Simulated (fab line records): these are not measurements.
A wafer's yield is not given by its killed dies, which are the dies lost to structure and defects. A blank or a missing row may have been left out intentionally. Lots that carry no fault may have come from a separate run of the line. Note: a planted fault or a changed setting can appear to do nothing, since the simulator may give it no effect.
Which tool is to blame? / flow berkeley_cmos170 / 15 lots with 45 wafers sampled at 5 steps, on a route of 331 steps

WHAT THE GAUGES READ, wafer by wafer
UCB170_NWELL_THK_MEAS_05. Usual: NWELL_NITRIDE_THK 225.4 nm, standard deviation 1.9.
lot=L784; measured=day 2 02:05; on=film_metro-04; NWELL_NITRIDE_THK (nm)=221.8 224.5 222.5; flag=
lot=L786; measured=day 2 15:48; on=film_metro-04; NWELL_NITRIDE_THK (nm)=228.2 227.7 227.9; flag=
lot=L787; measured=day 2 19:53; on=film_metro-02; NWELL_NITRIDE_THK (nm)=228.7 229.8 228.4; flag=
lot=L789; measured=day 3 07:18; on=film_metro-01; NWELL_NITRIDE_THK (nm)=225.5 226.3 225.3; flag=
lot=L790; measured=day 3 14:13; on=film_metro-02; NWELL_NITRIDE_THK (nm)=224.7 226.6 226.7; flag=
lot=L791; measured=day 3 18:08; on=film_metro-01; NWELL_NITRIDE_THK (nm)=226.8 226.0 228.0; flag=
lot=L793; measured=day 4 04:08; on=film_metro-01; NWELL_NITRIDE_THK (nm)=225.5 223.7 224.2; flag=
lot=L795; measured=day 4 11:40; on=film_metro-04; NWELL_NITRIDE_THK (nm)=227.1 227.3 227.1; flag=
lot=L794; measured=day 4 11:40; on=film_metro-02; NWELL_NITRIDE_THK (nm)=224.9 225.0 224.8; flag=
lot=L797; measured=day 5 02:29; on=film_metro-01; NWELL_NITRIDE_THK (nm)=223.7 222.7 225.8; flag=
lot=L798; measured=day 5 06:01; on=film_metro-02; NWELL_NITRIDE_THK (nm)=227.9 225.1 225.7; flag=
lot=L799; measured=day 5 06:55; on=film_metro-04; NWELL_NITRIDE_THK (nm)=224.5 226.8 226.7; flag=
lot=L801; measured=day 5 18:13; on=film_metro-01; NWELL_NITRIDE_THK (nm)=221.3 222.1 221.3; flag=
lot=L804; measured=day 6 08:23; on=film_metro-02; NWELL_NITRIDE_THK (nm)=224.8 227.8 226.6; flag=
lot=L806; measured=day 6 16:51; on=film_metro-02; NWELL_NITRIDE_THK (nm)=222.0 220.8 222.6; flag=

UCB170_PFIELD_TW_MEAS_09. Usual: PFIELD_TW 597, standard deviation 5.8.
lot=L784; measured=day 4 06:11; on=film_metro-04; PFIELD_TW=607 602 604; flag=
lot=L786; measured=day 4 12:45; on=film_metro-04; PFIELD_TW=605 601 607; flag=
lot=L787; measured=day 5 02:14; on=film_metro-02; PFIELD_TW=595 594 593; flag=
lot=L789; measured=day 5 05:51; on=film_metro-02; PFIELD_TW=595 594 591; flag=
lot=L790; measured=day 5 17:47; on=film_metro-01; PFIELD_TW=587 585 591; flag=
lot=L791; measured=day 6 01:36; on=film_metro-02; PFIELD_TW=597 593 595; flag=
lot=L793; measured=day 6 01:30; on=film_metro-02; PFIELD_TW=595 596 594; flag=
lot=L795; measured=day 6 11:36; on=film_metro-04; PFIELD_TW=602 607 605; flag=
lot=L794; measured=day 6 11:20; on=film_metro-04; PFIELD_TW=605 605 607; flag=
lot=L797; measured=day 7 05:01; on=film_metro-04; PFIELD_TW=702 700 698; flag=OFF
lot=L798; measured=day 7 04:52; on=film_metro-04; PFIELD_TW=702 699 701; flag=OFF
lot=L799; measured=day 7 08:44; on=film_metro-04; PFIELD_TW=605 601 600; flag=
lot=L801; measured=day 7 09:00; on=film_metro-02; PFIELD_TW=690 693 692; flag=OFF
lot=L804; measured=day 8 08:04; on=film_metro-04; PFIELD_TW=600 605 605; flag=
lot=L806; measured=day 8 15:56; on=film_metro-04; PFIELD_TW=601 601 601; flag=

UCB170_V2_THK_MEAS_01. Usual: V2_TEOS_THK 2000 nm, standard deviation 38.
lot=L784; measured=day 7 14:28; on=film_metro-03; V2_TEOS_THK (nm)=1985 2034 2073; flag=
lot=L786; measured=day 7 14:49; on=film_metro-03; V2_TEOS_THK (nm)=2019 1992 2057; flag=
lot=L787; measured=day 8 01:34; on=film_metro-01; V2_TEOS_THK (nm)=1915 1978 2075; flag=
lot=L789; measured=day 8 11:48; on=film_metro-01; V2_TEOS_THK (nm)=1992 2018 2065; flag=
lot=L790; measured=day 8 21:03; on=film_metro-01; V2_TEOS_THK (nm)=1970 2058 2006; flag=
lot=L791; measured=day 9 08:40; on=film_metro-04; V2_TEOS_THK (nm)=1945 1956 2009; flag=
lot=L793; measured=day 9 09:35; on=film_metro-03; V2_TEOS_THK (nm)=2033 2044 2015; flag=
lot=L795; measured=day 9 16:16; on=film_metro-04; V2_TEOS_THK (nm)=1982 2022 2027; flag=
lot=L794; measured=day 9 12:26; on=film_metro-01; V2_TEOS_THK (nm)=2017 1988 2063; flag=
lot=L797; measured=day 10 13:13; on=film_metro-04; V2_TEOS_THK (nm)=1918 1965 1974; flag=
lot=L798; measured=day 10 07:41; on=film_metro-03; V2_TEOS_THK (nm)=2008 1938 1973; flag=
lot=L799; measured=day 10 13:40; on=film_metro-03; V2_TEOS_THK (nm)=2029 1948 1977; flag=
lot=L801; measured=day 10 13:03; on=film_metro-03; V2_TEOS_THK (nm)=1972 2002 1986; flag=
lot=L804; measured=day 11 12:48; on=film_metro-03; V2_TEOS_THK (nm)=1913 1933 2004; flag=
lot=L806; measured=day 11 23:39; on=film_metro-04; V2_TEOS_THK (nm)=2019 2035 2025; flag=

UCB170_V2_OVL_MEAS_13. Usual: V2_OVL -3 nm, standard deviation 5.7.
lot=L784; measured=day 7 16:28; on=overlay-01; V2_OVL (nm)=2 -5 -6; flag=
lot=L786; measured=day 7 16:50; on=overlay-01; V2_OVL (nm)=1 8 -4; flag=
lot=L787; measured=day 8 03:14; on=overlay-02; V2_OVL (nm)=4 -2 0; flag=
lot=L789; measured=day 8 13:32; on=overlay-02; V2_OVL (nm)=-11 -8 -13; flag=
lot=L790; measured=day 8 23:43; on=overlay-01; V2_OVL (nm)=1 -4 4; flag=
lot=L791; measured=day 9 11:52; on=overlay-02; V2_OVL (nm)=-10 -17 -7; flag=
lot=L793; measured=day 9 11:59; on=overlay-01; V2_OVL (nm)=-3 -3 4; flag=
lot=L795; measured=day 9 18:41; on=overlay-01; V2_OVL (nm)=-5 -8 -1; flag=
lot=L794; measured=day 9 15:23; on=overlay-02; V2_OVL (nm)=4 -1 3; flag=
lot=L797; measured=day 10 15:08; on=overlay-01; V2_OVL (nm)=9 5 -1; flag=
lot=L798; measured=day 10 09:47; on=overlay-02; V2_OVL (nm)=17 -2 3; flag=
lot=L799; measured=day 10 15:42; on=overlay-02; V2_OVL (nm)=-6 2 -10; flag=
lot=L801; measured=day 10 14:51; on=overlay-02; V2_OVL (nm)=-4 0 -3; flag=
lot=L804; measured=day 11 14:29; on=overlay-01; V2_OVL (nm)=-1 -3 -6; flag=
lot=L806; measured=day 12 02:17; on=overlay-02; V2_OVL (nm)=-12 -10 -3; flag=

WHICH TOOL RAN EACH LOT (tool, then ch and the chambers of the sampled wafers, then the start)
lot=L784; UCB170_PFIELD_IMPLANT_07=implanter-03 ch 0, day 4 05:58
lot=L786; UCB170_PFIELD_IMPLANT_07=implanter-03 ch 0, day 4 12:32
lot=L787; UCB170_PFIELD_IMPLANT_07=implanter-03 ch 0, day 5 01:59
lot=L789; UCB170_PFIELD_IMPLANT_07=implanter-03 ch 0, day 5 05:37
lot=L790; UCB170_PFIELD_IMPLANT_07=implanter-03 ch 0, day 5 17:33
lot=L791; UCB170_PFIELD_IMPLANT_07=implanter-03 ch 0, day 6 01:21
lot=L793; UCB170_PFIELD_IMPLANT_07=implanter-02 ch 0, day 6 01:16
lot=L795; UCB170_PFIELD_IMPLANT_07=implanter-02 ch 0, day 6 11:21
lot=L794; UCB170_PFIELD_IMPLANT_07=implanter-03 ch 0, day 6 11:06
lot=L797; UCB170_PFIELD_IMPLANT_07=implanter-03 ch 0, day 7 04:46
lot=L798; UCB170_PFIELD_IMPLANT_07=implanter-03 ch 0, day 7 04:38
lot=L799; UCB170_PFIELD_IMPLANT_07=implanter-02 ch 0, day 7 08:29
lot=L801; UCB170_PFIELD_IMPLANT_07=implanter-03 ch 0, day 7 08:45
lot=L804; UCB170_PFIELD_IMPLANT_07=implanter-02 ch 0, day 8 07:49
lot=L806; UCB170_PFIELD_IMPLANT_07=implanter-02 ch 0, day 8 15:42
- UCB170_PFIELD_IMPLANT_07

WHAT THE TOOLS THEMSELVES READ (means of the sampled wafers that have a number; where no wafer has one, the mark that the record gives instead)
UCB170_PFIELD_IMPLANT_07. Usual: dose_ions_cm2 1.9996e+13, standard deviation 2.2e+10; faraday_current_uA 63.5, standard deviation 1.3.
lot=L784 tool=implanter-03 dose_ions_cm2=1.9989e+13 faraday_current_uA=64.0 flag=
lot=L786 tool=implanter-03 dose_ions_cm2=1.9973e+13 faraday_current_uA=62.8 flag=
lot=L787 tool=implanter-03 dose_ions_cm2=2.0005e+13 faraday_current_uA=62.2 flag=
lot=L789 tool=implanter-03 dose_ions_cm2=1.9991e+13 faraday_current_uA=62.5 flag=
lot=L790 tool=implanter-03 dose_ions_cm2=1.9997e+13 faraday_current_uA=63.9 flag=
lot=L791 tool=implanter-03 dose_ions_cm2=1.9981e+13 faraday_current_uA=62.5 flag=
lot=L793 tool=implanter-02 dose_ions_cm2=1.9998e+13 faraday_current_uA=64.0 flag=
lot=L795 tool=implanter-02 dose_ions_cm2=2.0007e+13 faraday_current_uA=63.3 flag=
lot=L794 tool=implanter-03 dose_ions_cm2=1.9999e+13 faraday_current_uA=64.2 flag=
lot=L797 tool=implanter-03 dose_ions_cm2=3.2012e+13 faraday_current_uA=101.2 flag=OFF
lot=L798 tool=implanter-03 dose_ions_cm2=3.1988e+13 faraday_current_uA=102.2 flag=OFF
lot=L799 tool=implanter-02 dose_ions_cm2=1.9990e+13 faraday_current_uA=63.6 flag=
lot=L801 tool=implanter-03 dose_ions_cm2=3.2000e+13 faraday_current_uA=103.9 flag=OFF
lot=L804 tool=implanter-02 dose_ions_cm2=2.0023e+13 faraday_current_uA=64.4 flag=
lot=L806 tool=implanter-02 dose_ions_cm2=2.0007e+13 faraday_current_uA=63.7 flag=

THE ANSWER, worked out from the rows above alone
Rule: lot off if the mean of its wafers having a number is beyond 3 standard deviations from the usual mean. Also off: a lot with no number at a reading for which 4 or more lots have one. The other lots that the step has rows for count as sound. First the gauges in route order, then the tools' own readings, where a lot's mean is used as printed above. The first step at which some lot is off is used, and at that step the reading that is off furthest; a lot without a number counts as furthest.
Off: L797, L798, L801, at UCB170_PFIELD_TW_MEAS_09 (PFIELD_TW).
If a tool, at a process step before that reading, ran all the lots that are off and no sound lot after the first of them, it fits. The gauges at UCB170_PFIELD_TW_MEAS_09 aren't tried: what is off there is off at UCB170_PFIELD_IMPLANT_07 too, on other tools, and a gauge's error can't cause that. One candidate fits, namely implanter-03 at UCB170_PFIELD_IMPLANT_07. A fault onset in the window from L794 (day 6 11:06, its last sound lot) to L798 (day 7 04:38, its first lot off) fits.
The tool's own readings at UCB170_PFIELD_IMPLANT_07 bear it out: on the lots that are off they differ by more than 5 times the standard deviation of the sound lots' means. dose_ions_cm2 reads 3.2000e+13 there against 1.9997e+13 on the sound lots; faraday_current_uA reads 102.4 there against 63.4 on the sound lots.

WHAT HAD BEEN PUT IN BY THE SIMULATOR
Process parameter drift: implanter-03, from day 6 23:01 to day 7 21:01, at UCB170_PFIELD_IMPLANT_07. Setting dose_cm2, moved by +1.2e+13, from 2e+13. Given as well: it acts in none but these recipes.
Lots struck among those shown: L797, L798, L801. The same result came from the rule above.
